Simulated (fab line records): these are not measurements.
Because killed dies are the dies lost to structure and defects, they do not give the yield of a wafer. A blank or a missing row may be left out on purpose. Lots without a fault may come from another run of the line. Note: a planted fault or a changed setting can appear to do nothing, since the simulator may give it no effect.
What tool caused it? + flow berkeley_cmos170 + route of 331 steps, sampled at 1 step: 7 lots, 21 wafers

== WHAT THE GAUGES SHOWED, per wafer ==
UCB170_PSD_TW_MEAS_10.
| lot  | measured     | on            | PSD_TW         |
|------|--------------|---------------|----------------|
| L514 | day 7 05:03  | film_metro-03 | 2365 2367 2345 |
| L517 | day 7 14:20  | film_metro-04 | 2349 2346 2344 |
| L518 | day 7 23:01  | film_metro-02 | 2342 2344 2356 |
| L522 | day 8 17:04  | film_metro-02 | 2325 2321 2327 |
| L525 | day 9 11:57  | film_metro-04 | 2336 2335 2339 |
| L530 | day 10 20:00 | film_metro-04 | 2339 2338 2335 |
| L534 | day 11 17:32 | film_metro-02 | 2336 2340 2325 |

== TOOL THAT RAN EACH LOT (tool first, then ch and the chambers of the sampled wafers, then the start) ==
There is no process step in the record ahead of these readings.

== THE ANSWER, worked out from the rows above alone ==
Rule: usual is defined by the lots themselves. The widest of any qualifying gaps counts: lots, ordered by their means at a reading, are off when they make up no more than a third of the lots, leave a main group of 4 or more, and stand apart from it by 3 or more times the standard deviation of that group's means. A main group whose means are all the same, to the digits that the tables above print for the reading, isn't used. Also off: a lot with no number at a reading for which 4 or more lots have one. Any other lot the step has rows for is counted as sound.
Across all readings shown, no lot is off: no conclusion can be drawn from this.

== WHAT HAD BEEN PUT IN BY THE SIMULATOR ==
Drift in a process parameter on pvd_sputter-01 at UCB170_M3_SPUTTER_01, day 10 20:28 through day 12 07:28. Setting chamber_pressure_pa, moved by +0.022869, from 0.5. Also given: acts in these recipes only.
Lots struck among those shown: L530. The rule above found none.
